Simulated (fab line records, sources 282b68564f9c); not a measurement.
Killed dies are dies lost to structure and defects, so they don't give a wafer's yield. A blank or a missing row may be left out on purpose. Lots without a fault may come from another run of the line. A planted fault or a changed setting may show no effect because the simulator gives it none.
Which tool did it? | flow rit_cmos | 13 lots, 39 wafers sampled, at 5 steps of a route of 202

WHAT THE GAUGES READ, wafer by wafer
RIT_SPACER_THK_MEAS_04. Usual: SPACER_NITRIDE_THK 249.0 nm, standard deviation 2.5.
lot  | measured    | on            | SPACER_NITRIDE_THK (nm) | flag
L862 | day 3 08:37 | film_metro-04 | 250.4 248.4 248.0       |
L863 | day 3 09:28 | film_metro-04 | 248.0 248.5 247.7       |
L864 | day 3 11:23 | film_metro-01 | 252.1 252.9 251.3       |
L865 | day 3 21:41 | film_metro-04 | 250.9 248.4 249.8       |
L866 | day 3 23:35 | film_metro-02 | 247.9 247.9 249.6       |
L867 | day 4 04:56 | film_metro-02 | 242.3 243.4 244.0       |
L868 | day 4 11:29 | film_metro-04 | 253.2 250.9 251.8       |
L869 | day 4 14:20 | film_metro-01 | 253.1 253.8 254.3       |
L870 | day 4 16:56 | film_metro-01 | 250.3 250.0 249.9       |
L882 | day 8 01:42 | film_metro-01 | 245.8 244.6 246.8       |
L883 | day 8 01:17 | film_metro-02 | 249.4 248.9 246.7       |
L884 | day 8 10:00 | film_metro-04 | 250.9 250.5 249.7       |
L885 | day 8 16:11 | film_metro-04 | 246.8 247.8 246.6       |

RIT_CONTACT_THK_MEAS_01. Usual: CONTACT_TEOS_THK 401 nm, standard deviation 5.9.
lot  | measured    | on            | CONTACT_TEOS_THK (nm) | flag
L862 | day 3 13:37 | film_metro-03 | 397 405 409           |
L863 | day 3 14:07 | film_metro-02 | 402 400 409           |
L864 | day 3 15:56 | film_metro-03 | 390 395 401           |
L865 | day 4 02:40 | film_metro-03 | 399 406 405           |
L866 | day 4 04:18 | film_metro-01 | 404 407 410           |
L867 | day 4 09:35 | film_metro-03 | 394 396 397           |
L868 | day 4 16:17 | film_metro-01 | 400 409 411           |
L869 | day 4 19:19 | film_metro-03 | 410 399 408           |
L870 | day 4 21:27 | film_metro-02 | 397 401 397           |
L882 | day 8 06:16 | film_metro-01 | 398 348 406           |
L883 | day 8 05:49 | film_metro-03 | 387 397 398           |
L884 | day 8 14:34 | film_metro-03 | 393 402 406           |
L885 | day 8 20:52 | film_metro-03 | 399 396 404           |

RIT_CONTACT_OVL_MEAS_09. Usual: CONTACT_OVL -1.0 nm, standard deviation 1.5.
lot  | measured    | on         | CONTACT_OVL (nm) | flag
L862 | day 3 14:53 | overlay-01 | 0.9 -0.1 -1.5    |
L863 | day 3 15:23 | overlay-02 | 0.7 -1.7 -0.2    |
L864 | day 3 17:04 | overlay-02 | -1.7 0.9 -0.5    |
L865 | day 4 04:00 | overlay-02 | -2.3 -1.0 -2.4   |
L866 | day 4 05:34 | overlay-01 | -1.0 -2.0 0.0    |
L867 | day 4 10:51 | overlay-02 | -2.5 -0.7 -0.1   |
L868 | day 4 17:26 | overlay-01 | -1.5 -1.4 -0.1   |
L869 | day 4 20:28 | overlay-01 | -1.0 1.3 0.2     |
L870 | day 4 22:36 | overlay-02 | -1.0 -0.9 -0.4   |
L882 | day 8 07:29 | overlay-02 | -2.0 -1.9 -2.1   |
L883 | day 8 07:07 | overlay-01 | -4.1 -2.9 -5.5   |
L884 | day 8 15:42 | overlay-02 | -2.1 -1.2 -2.6   |
L885 | day 8 22:03 | overlay-01 | -2.9 -4.1 -2.5   |

WHICH TOOL RAN EACH LOT (tool, then ch and the chambers of the sampled wafers, then the start)
lot  | RIT_PRETRO_STRIP_09                 | RIT_CONTACT_CVD_00
L862 | plasma_asher-01 ch 0,1, day 2 09:08 | pecvd-03 ch 1,2, day 3 13:34
L863 | plasma_asher-04 ch 0,1, day 2 13:44 | pecvd-02 ch 1,2, day 3 14:04
L864 | plasma_asher-04 ch 0,1, day 2 18:57 | pecvd-01 ch 0,1,2, day 3 15:52
L865 | plasma_asher-01 ch 0,1, day 3 04:53 | pecvd-03 ch 1,2, day 4 02:37
L866 | plasma_asher-01 ch 0,1, day 3 07:20 | pecvd-02 ch 1,2, day 4 04:15
L867 | plasma_asher-01 ch 0,1, day 3 11:20 | pecvd-01 ch 0,1,2, day 4 09:31
L868 | plasma_asher-04 ch 0,1, day 3 19:35 | pecvd-03 ch 0,1,2, day 4 16:13
L869 | plasma_asher-04 ch 0,1, day 3 23:08 | pecvd-02 ch 0,1,2, day 4 19:16
L870 | plasma_asher-01 ch 0,1, day 4 01:33 | pecvd-01 ch 0,1,2, day 4 21:23
L882 | plasma_asher-02 ch 0,1, day 6 22:58 | pecvd-03 ch 0,1,2, day 8 06:13
L883 | plasma_asher-02 ch 0,1, day 7 04:06 | pecvd-01 ch 0,2, day 8 05:45
L884 | plasma_asher-01 ch 0,1, day 7 10:26 | pecvd-02 ch 0,2, day 8 14:30
L885 | plasma_asher-02 ch 0,1, day 7 15:37 | pecvd-01 ch 1,2, day 8 20:48
- RIT_PRETRO_STRIP_09: strips in O2, time 180 s.
- RIT_CONTACT_CVD_00: deposits SiO2 from TEOS, target thk 400 nm, time 61 s.

WHAT THE TOOLS THEMSELVES READ (means of the sampled wafers that have a number; where no wafer has one, the mark that the record gives instead)
RIT_PRETRO_STRIP_09. Usual: chamber_pressure_mTorr 4000 mTorr, standard deviation 3.6; drypump_motor_current_A 5.6 A, standard deviation 0.46; rf_refl_power_W 7.2 W, standard deviation 1.2.
lot  | tool            | chamber_pressure_mTorr (mTorr) | drypump_motor_current_A (A) | rf_refl_power_W (W) | flag
L862 | plasma_asher-01 | 3999                           | 5.2                         | 7.7                 |
L863 | plasma_asher-04 | 4001                           | 5.8                         | 5.7                 |
L864 | plasma_asher-04 | 4000                           | 5.9                         | 6.1                 |
L865 | plasma_asher-01 | 4002                           | 5.1                         | 7.6                 |
L866 | plasma_asher-01 | 3998                           | 5.2                         | 7.8                 |
L867 | plasma_asher-01 | 3997                           | 5.2                         | 7.9                 |
L868 | plasma_asher-04 | 4001                           | 5.9                         | 6.3                 |
L869 | plasma_asher-04 | 4002                           | 5.9                         | 5.9                 |
L870 | plasma_asher-01 | 3999                           | 5.6                         | 7.6                 |
L882 | plasma_asher-02 | 4002                           | 5.7                         | 7.5                 |
L883 | plasma_asher-02 | 4003                           | 5.7                         | 8.4                 |
L884 | plasma_asher-01 | 4003                           | 5.2                         | 7.7                 |
L885 | plasma_asher-02 | 4004                           | 5.7                         | 7.6                 |

RIT_CONTACT_CVD_00. Usual: heater_power_w 311 W, standard deviation 49; rf_fwd_power_W 396.1 W, standard deviation 1.8.
lot  | tool     | heater_power_w (W) | rf_fwd_power_W (W) | flag
L862 | pecvd-03 | 386                | 394.8              |
L863 | pecvd-02 | 233                | 396.0              |
L864 | pecvd-01 | 313                | 396.7              |
L865 | pecvd-03 | 333                | 396.9              |
L866 | pecvd-02 | 264                | 394.8              |
L867 | pecvd-01 | 339                | 395.1              |
L868 | pecvd-03 | 352                | 396.9              |
L869 | pecvd-02 | 273                | 396.1              |
L870 | pecvd-01 | 324                | 396.2              |
L882 | pecvd-03 | 365                | 343.9              | OFF
L883 | pecvd-01 | 280                | 397.6              |
L884 | pecvd-02 | 268                | 395.2              |
L885 | pecvd-01 | 335                | 395.0              |

THE ANSWER, worked out from the rows above alone
Rule: a lot is off if the mean of its wafers that have a number lies more than 3 standard deviations from the usual mean. A lot without any number at a reading at which 4 lots or more have one is off too. The other lots that the step has rows for count as sound. The gauges are gone through in route order, then the tools' own readings, and for those a lot's mean is taken as printed above. The first step at which some lot is off is used, and at that step the reading that is off furthest; a lot without a number counts as furthest.
Off: L882, at RIT_CONTACT_CVD_00 (rf_fwd_power_W).
A tool fits if, at that step or a process step before it, it ran every lot that is off, and no sound lot after the first of them. One fits: pecvd-03 at RIT_CONTACT_CVD_00. Its last sound lot is L868 (day 4 16:13), its first lot that is off L882 (day 8 06:13): a fault that began between those two fits.
The tool's own readings at RIT_CONTACT_CVD_00 bear it out: on the lots that are off they differ by more than 5 times the standard deviation of the sound lots' means. rf_fwd_power_W reads 343.9 W there against 395.9 W on the sound lots.

WHAT THE SIMULATOR HAD PUT IN
Process parameter drift: pecvd-03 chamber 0, from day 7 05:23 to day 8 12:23, at RIT_CONTACT_CVD_00. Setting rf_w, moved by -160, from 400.
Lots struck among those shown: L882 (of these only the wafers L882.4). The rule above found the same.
